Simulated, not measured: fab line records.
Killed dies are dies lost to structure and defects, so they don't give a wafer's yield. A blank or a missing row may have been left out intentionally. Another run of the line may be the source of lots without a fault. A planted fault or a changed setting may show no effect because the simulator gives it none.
Struck lot and sound lot, side by side / flow rit cmos / 26 out of 202 route steps
Sound: the wafers L256.1, L256.4, L256.6. Wafers struck: L245.1, L245.2, L245.6. The cause is named last.
Each step with rows lists, per side, the tool, then ch with its chambers, then its first start. Under that, the readings that differ: sound wafers / struck wafers / difference of the means / sigmas: that difference in standard deviations of wafers without a fault.
alike: same words and numbers on both sides, and readings whose means sit less than 2 such deviations apart. not compared: any withheld reading, any reading some wafer has no value for, any bound like >300 that may hide the same value, and any number with overlapping values for which the record gives no deviation.
A row with sigmas, a row that says differs or no value, or rows on one side alone: a step with any of these is where the two part. Non-overlapping numbers with no deviation appear without sigmas and do not part them. A reading that every wafer of one side lacks parts them only if that side has two wafers or more.

first, 2 steps without rows for these wafers: RIT_REOX_CLEAN_02 (cleans in SC2, time 600 s); RIT_REOX_OXIDATION_03 (target thk 25.2 nm, ox time 5580 s).
RIT_REOX_THK_MEAS_04:
  sound on film metro-02 at day 6 12:33; struck on film metro-02 at day 4 03:02
  alike: REOX_OXIDE_THK
then, 6 steps without rows for these wafers: RIT_NLDD_HMDS_00 (prime time 60 s); RIT_NLDD_COAT_01 (resist thk 1000 nm); RIT_NLDD_SOFTBAKE_02 (time 60 s); RIT_NLDD_EXPOSE_03 (exposes mask M7, target cd 40700 nm); RIT_NLDD_PEB_04; RIT_NLDD_DEVELOP_05 (develop time 50 s).
RIT_NLDD_OVL_MEAS_06:
  sound on overlay-02 at day 6 13:35; struck on overlay-01 at day 4 04:04
reading=NLDD_OVL (nm); sound=-2.8 -1.4 0.8; struck=1.3 3.2 1.3; difference=+3.1; sigmas=+2
then, 2 steps without rows for these wafers: RIT_NLDD_HARDBAKE_07 (time 60 s); RIT_NLDD_IMPLANT_08.
RIT_NLDD_STRIP_09: strips in O2, time 180 s.
  sound on plasma asher-04 ch 0,1, day 6 13:55; struck on plasma asher-03 ch 0,1, day 4 04:24
  no value came back on the struck wafers for chamber pressure mTorr (mTorr), drypump motor current A (A); on the sound wafers chamber pressure mTorr (mTorr) reads 3997 4004 4006
reading=model.NOVOLAK_of_NLDD_COAT_01.thk nm (nm); sound=0 0 0; struck=892 888.5 890.7; difference=+890; sigmas=
  not compared: rf hours counter h
RIT_NLDD_TW_MEAS_10:
  sound on film metro-04 at day 6 14:06; struck on film metro-04 at day 4 04:35
  alike: NLDD_TW
then, 6 steps without rows for these wafers: RIT_PLDD_HMDS_00 (prime time 60 s); RIT_PLDD_COAT_01 (resist thk 1000 nm); RIT_PLDD_SOFTBAKE_02 (time 60 s); RIT_PLDD_EXPOSE_03 (exposes mask M8, target cd 40900 nm); RIT_PLDD_PEB_04; RIT_PLDD_DEVELOP_05 (develop time 50 s).
RIT_PLDD_OVL_MEAS_06:
  sound on overlay-01 at day 6 15:01; struck on overlay-01 at day 4 05:37
reading=PLDD_OVL (nm); sound=0.8 3.9 1.5; struck=-1.2 -0.8 -1.7; difference=-3.3; sigmas=-2
then, 2 steps without rows for these wafers: RIT_PLDD_HARDBAKE_07 (time 60 s); RIT_PLDD_IMPLANT_08.
RIT_PLDD_STRIP_09: strips in O2, time 180 s.
  sound on plasma asher-02 ch 0,1, day 6 15:20; struck on plasma asher-03 ch 0,1, day 4 05:57
reading=drypump motor current A (A); sound=6.4 6.4 6.5; struck=5.1 5.2 5.2; difference=-1.3; sigmas=-3
  alike: chamber pressure mTorr
  not compared: rf hours counter h
RIT_PLDD_TW_MEAS_10:
  sound on film metro-02 at day 6 15:31; struck on film metro-02 at day 4 06:07
reading=PLDD_TW; sound=2340 2326 2326; struck=30 30 30; difference=-2301; sigmas=-99 or more
then, 1 step without rows for these wafers: RIT_SPACER_CLEAN_00 (cleans in SC1, time 600 s).

WHERE THEY PART
Last at RIT_PLDD_TW_MEAS_10 as far as this record goes, first at RIT_NLDD_OVL_MEAS_06.

WHY: the cause the simulator had injected
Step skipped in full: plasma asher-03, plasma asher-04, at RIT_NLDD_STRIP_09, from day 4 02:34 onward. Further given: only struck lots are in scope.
